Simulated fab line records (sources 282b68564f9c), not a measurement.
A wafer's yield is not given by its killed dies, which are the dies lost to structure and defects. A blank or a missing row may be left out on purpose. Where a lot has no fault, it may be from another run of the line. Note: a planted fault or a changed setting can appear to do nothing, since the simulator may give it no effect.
A lot that was struck, set against a sound lot | flow ritCmos | 30 out of 202 route steps
Sound: wafers L759.1, L759.4, L759.6. Wafers struck: L761.1, L761.3, L761.6. At the end, the cause is stated.
Order at every step that has rows: each side's tool, ch and its chambers, its first start. Under that, the readings that differ: sound wafers | struck wafers | difference of the means | sigmas: that difference in standard deviations of wafers without a fault.
alike: readings with means less than 2 such deviations apart, plus words and numbers identical on both sides. not compared: withheld readings, readings lacking a value on some wafer, bounds such as >300 that could conceal the same value, and numbers that have no deviation in the record and whose values overlap.
Wherever a step has rows on one side only, a row that says differs or no value, or a row with sigmas, the two part there. When numbers do not overlap yet have no deviation, they are printed without sigmas and do not part them. A reading that every wafer of one side lacks parts them only if that side has two wafers or more.

RIT_FOX2_THK_MEAS_01:
  sound: filmMetro-03 at day 2 15:59; struck: filmMetro-03 at day 3 00:27
  alike: FOX2_OXIDE_THK
then, 2 steps without rows for these wafers: RIT_FOX2_CLEAN_02 (cleans in dHF, time 180 s); RIT_FOX2_WET_ETCH_03 (etches Si3N4 in H3PO4, target depth 195 nm, time 2700 s).
RIT_FOX2_THK_MEAS_90:
  sound: filmMetro-03 at day 2 16:52; struck: filmMetro-04 at day 3 01:23
  alike: FIELD_OXIDE_LEFT_1_THK
then, 6 steps without rows for these wafers: RIT_NWELL_HMDS_00 (prime time 60 s); RIT_NWELL_COAT_01 (resist thk 1300 nm); RIT_NWELL_SOFTBAKE_02 (time 60 s); RIT_NWELL_EXPOSE_03 (exposes mask M2, target cd 43900 nm); RIT_NWELL_PEB_04; RIT_NWELL_DEVELOP_05 (develop time 68 s).
RIT_NWELL_OVL_MEAS_06:
  sound: overlay-01 at day 2 17:57; struck: overlay-02 at day 3 02:28
  alike: NWELL_OVL
then, 1 step without rows for these wafers: RIT_NWELL_HARDBAKE_07 (time 120 s).
RIT_NWELL_IMPLANT_08:
  sound on implanter-04 ch 0, day 2 18:14; struck on implanter-04 ch 0, day 3 02:46
reading          | sound                         | struck                        | difference | sigmas
doseIonsCm2      | 5.006e+13 5.002e+13 4.999e+13 | 4.296e+13 4.295e+13 4.294e+13 | -7.073e+12 | -99 or more
faradayCurrentUA | 162 152 157                   | 134 134 142                   | -20        | -7
  alike: beamOnS
RIT_NWELL_STRIP_09: strips in O2, time 180 s.
  sound on plasmaAsher-02 ch 0, day 2 18:23; struck on plasmaAsher-02 ch 0,1, day 3 02:55
  alike: drypumpMotorCurrentA
  not compared: rfHoursCounterH
RIT_NWELL_TW_MEAS_10:
  sound: filmMetro-02 at day 2 18:34; struck: filmMetro-03 at day 3 03:05
reading  | sound          | struck         | difference | sigmas
NWELL_TW | 2135 2141 2136 | 2038 2035 2034 | -102       | -10
then, 6 steps without rows for these wafers: RIT_PWELL_HMDS_00 (prime time 60 s); RIT_PWELL_COAT_01 (resist thk 1300 nm); RIT_PWELL_SOFTBAKE_02 (time 60 s); RIT_PWELL_EXPOSE_03 (exposes mask M3, target cd 43700 nm); RIT_PWELL_PEB_04; RIT_PWELL_DEVELOP_05 (develop time 68 s).
RIT_PWELL_OVL_MEAS_06:
  sound: overlay-01 at day 2 19:30; struck: overlay-01 at day 3 04:11
  alike: PWELL_OVL
then, 2 steps without rows for these wafers: RIT_PWELL_HARDBAKE_07 (time 120 s); RIT_PWELL_IMPLANT_08.
RIT_PWELL_STRIP_09: strips in O2, time 180 s.
  sound on plasmaAsher-04 ch 0,1, day 2 19:56; struck on plasmaAsher-02 ch 0,1, day 3 04:37
  alike: drypumpMotorCurrentA
  not compared: rfHoursCounterH
RIT_PWELL_TW_MEAS_10:
  sound: filmMetro-03 at day 2 20:07; struck: filmMetro-02 at day 3 04:47
  alike: PWELL_TW
then, 1 step without rows for these wafers: RIT_WELLDRIVE_ANNEAL_00 (time 14700 s).
RIT_WELLDRIVE_RS_MEAS_01: uses a four-point probe to measure.
  sound: filmMetro-03 at day 3 01:16; struck: filmMetro-02 at day 3 09:56
reading           | sound             | struck            | difference | sigmas
NWELL_RS (ohm/sq) | 274.7 275.3 276.0 | 300.3 301.4 300.8 | +25.5      | +34
RIT_WELLDRIVE_RS_MEAS_02: uses a four-point probe to measure.
  sound: filmMetro-03 at day 3 01:23; struck: filmMetro-02 at day 3 10:03
  alike: PWELL_RS
RIT_M1_PROBE_99:
  sound: prober-02 at day 4 10:56; struck: prober-02 at day 4 17:35
reading                             | sound                | struck               | difference | sigmas
model.etest.nwellPinched.rsOhmSq    | 335.5 335.1 341.4    | 359.9 368.8 360.2    | +25.6      | 
model.etest.wellEdgeLeft.lineOhmUm  | 182.4 184.1 184.4    | 202.7 203.3 204.1    | +19.7      | 
model.etest.wellEdgeRight.lineOhmUm | 183.2 181.2 183.2    | 199.2 201.5 202.9    | +18.7      | 
model.etest.pmos_0p3.driveUaUm      | 102.2 103.2 107.2    | 115.1 109.6 112.5    | +8.2       | 
model.etest.fieldPMetal.vtV (V)     | -28.87 -28.48 -28.07 | -27.38 -26.73 -27.08 | +1.41      | 
model.etest.fieldP.vtV (V)          | -12.23 -12.22 -12.22 | -11.64 -11.65 -11.68 | +0.57      | 
model.etest.isoNwellNwell.bvV (V)   | 21.95 22.04 22.2     | 22.51 23.29 23       | +0.87      | 
  alike: killedAtFrontEnd, killedDies, killedOpen, killedShort
  not compared: model.etest.retroEdgePmos.offLog10AUm

== WHERE THEY PART ==
First at RIT_NWELL_IMPLANT_08; last, within this record, at RIT_WELLDRIVE_RS_MEAS_01. Later steps at which nothing parts them and some readings are alike: RIT_WELLDRIVE_RS_MEAS_02, RIT_M1_PROBE_99.

WHY: the cause the simulator had injected
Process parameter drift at RIT_NWELL_IMPLANT_08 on implanter-04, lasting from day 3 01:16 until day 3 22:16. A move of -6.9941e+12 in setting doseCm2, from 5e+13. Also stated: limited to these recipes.
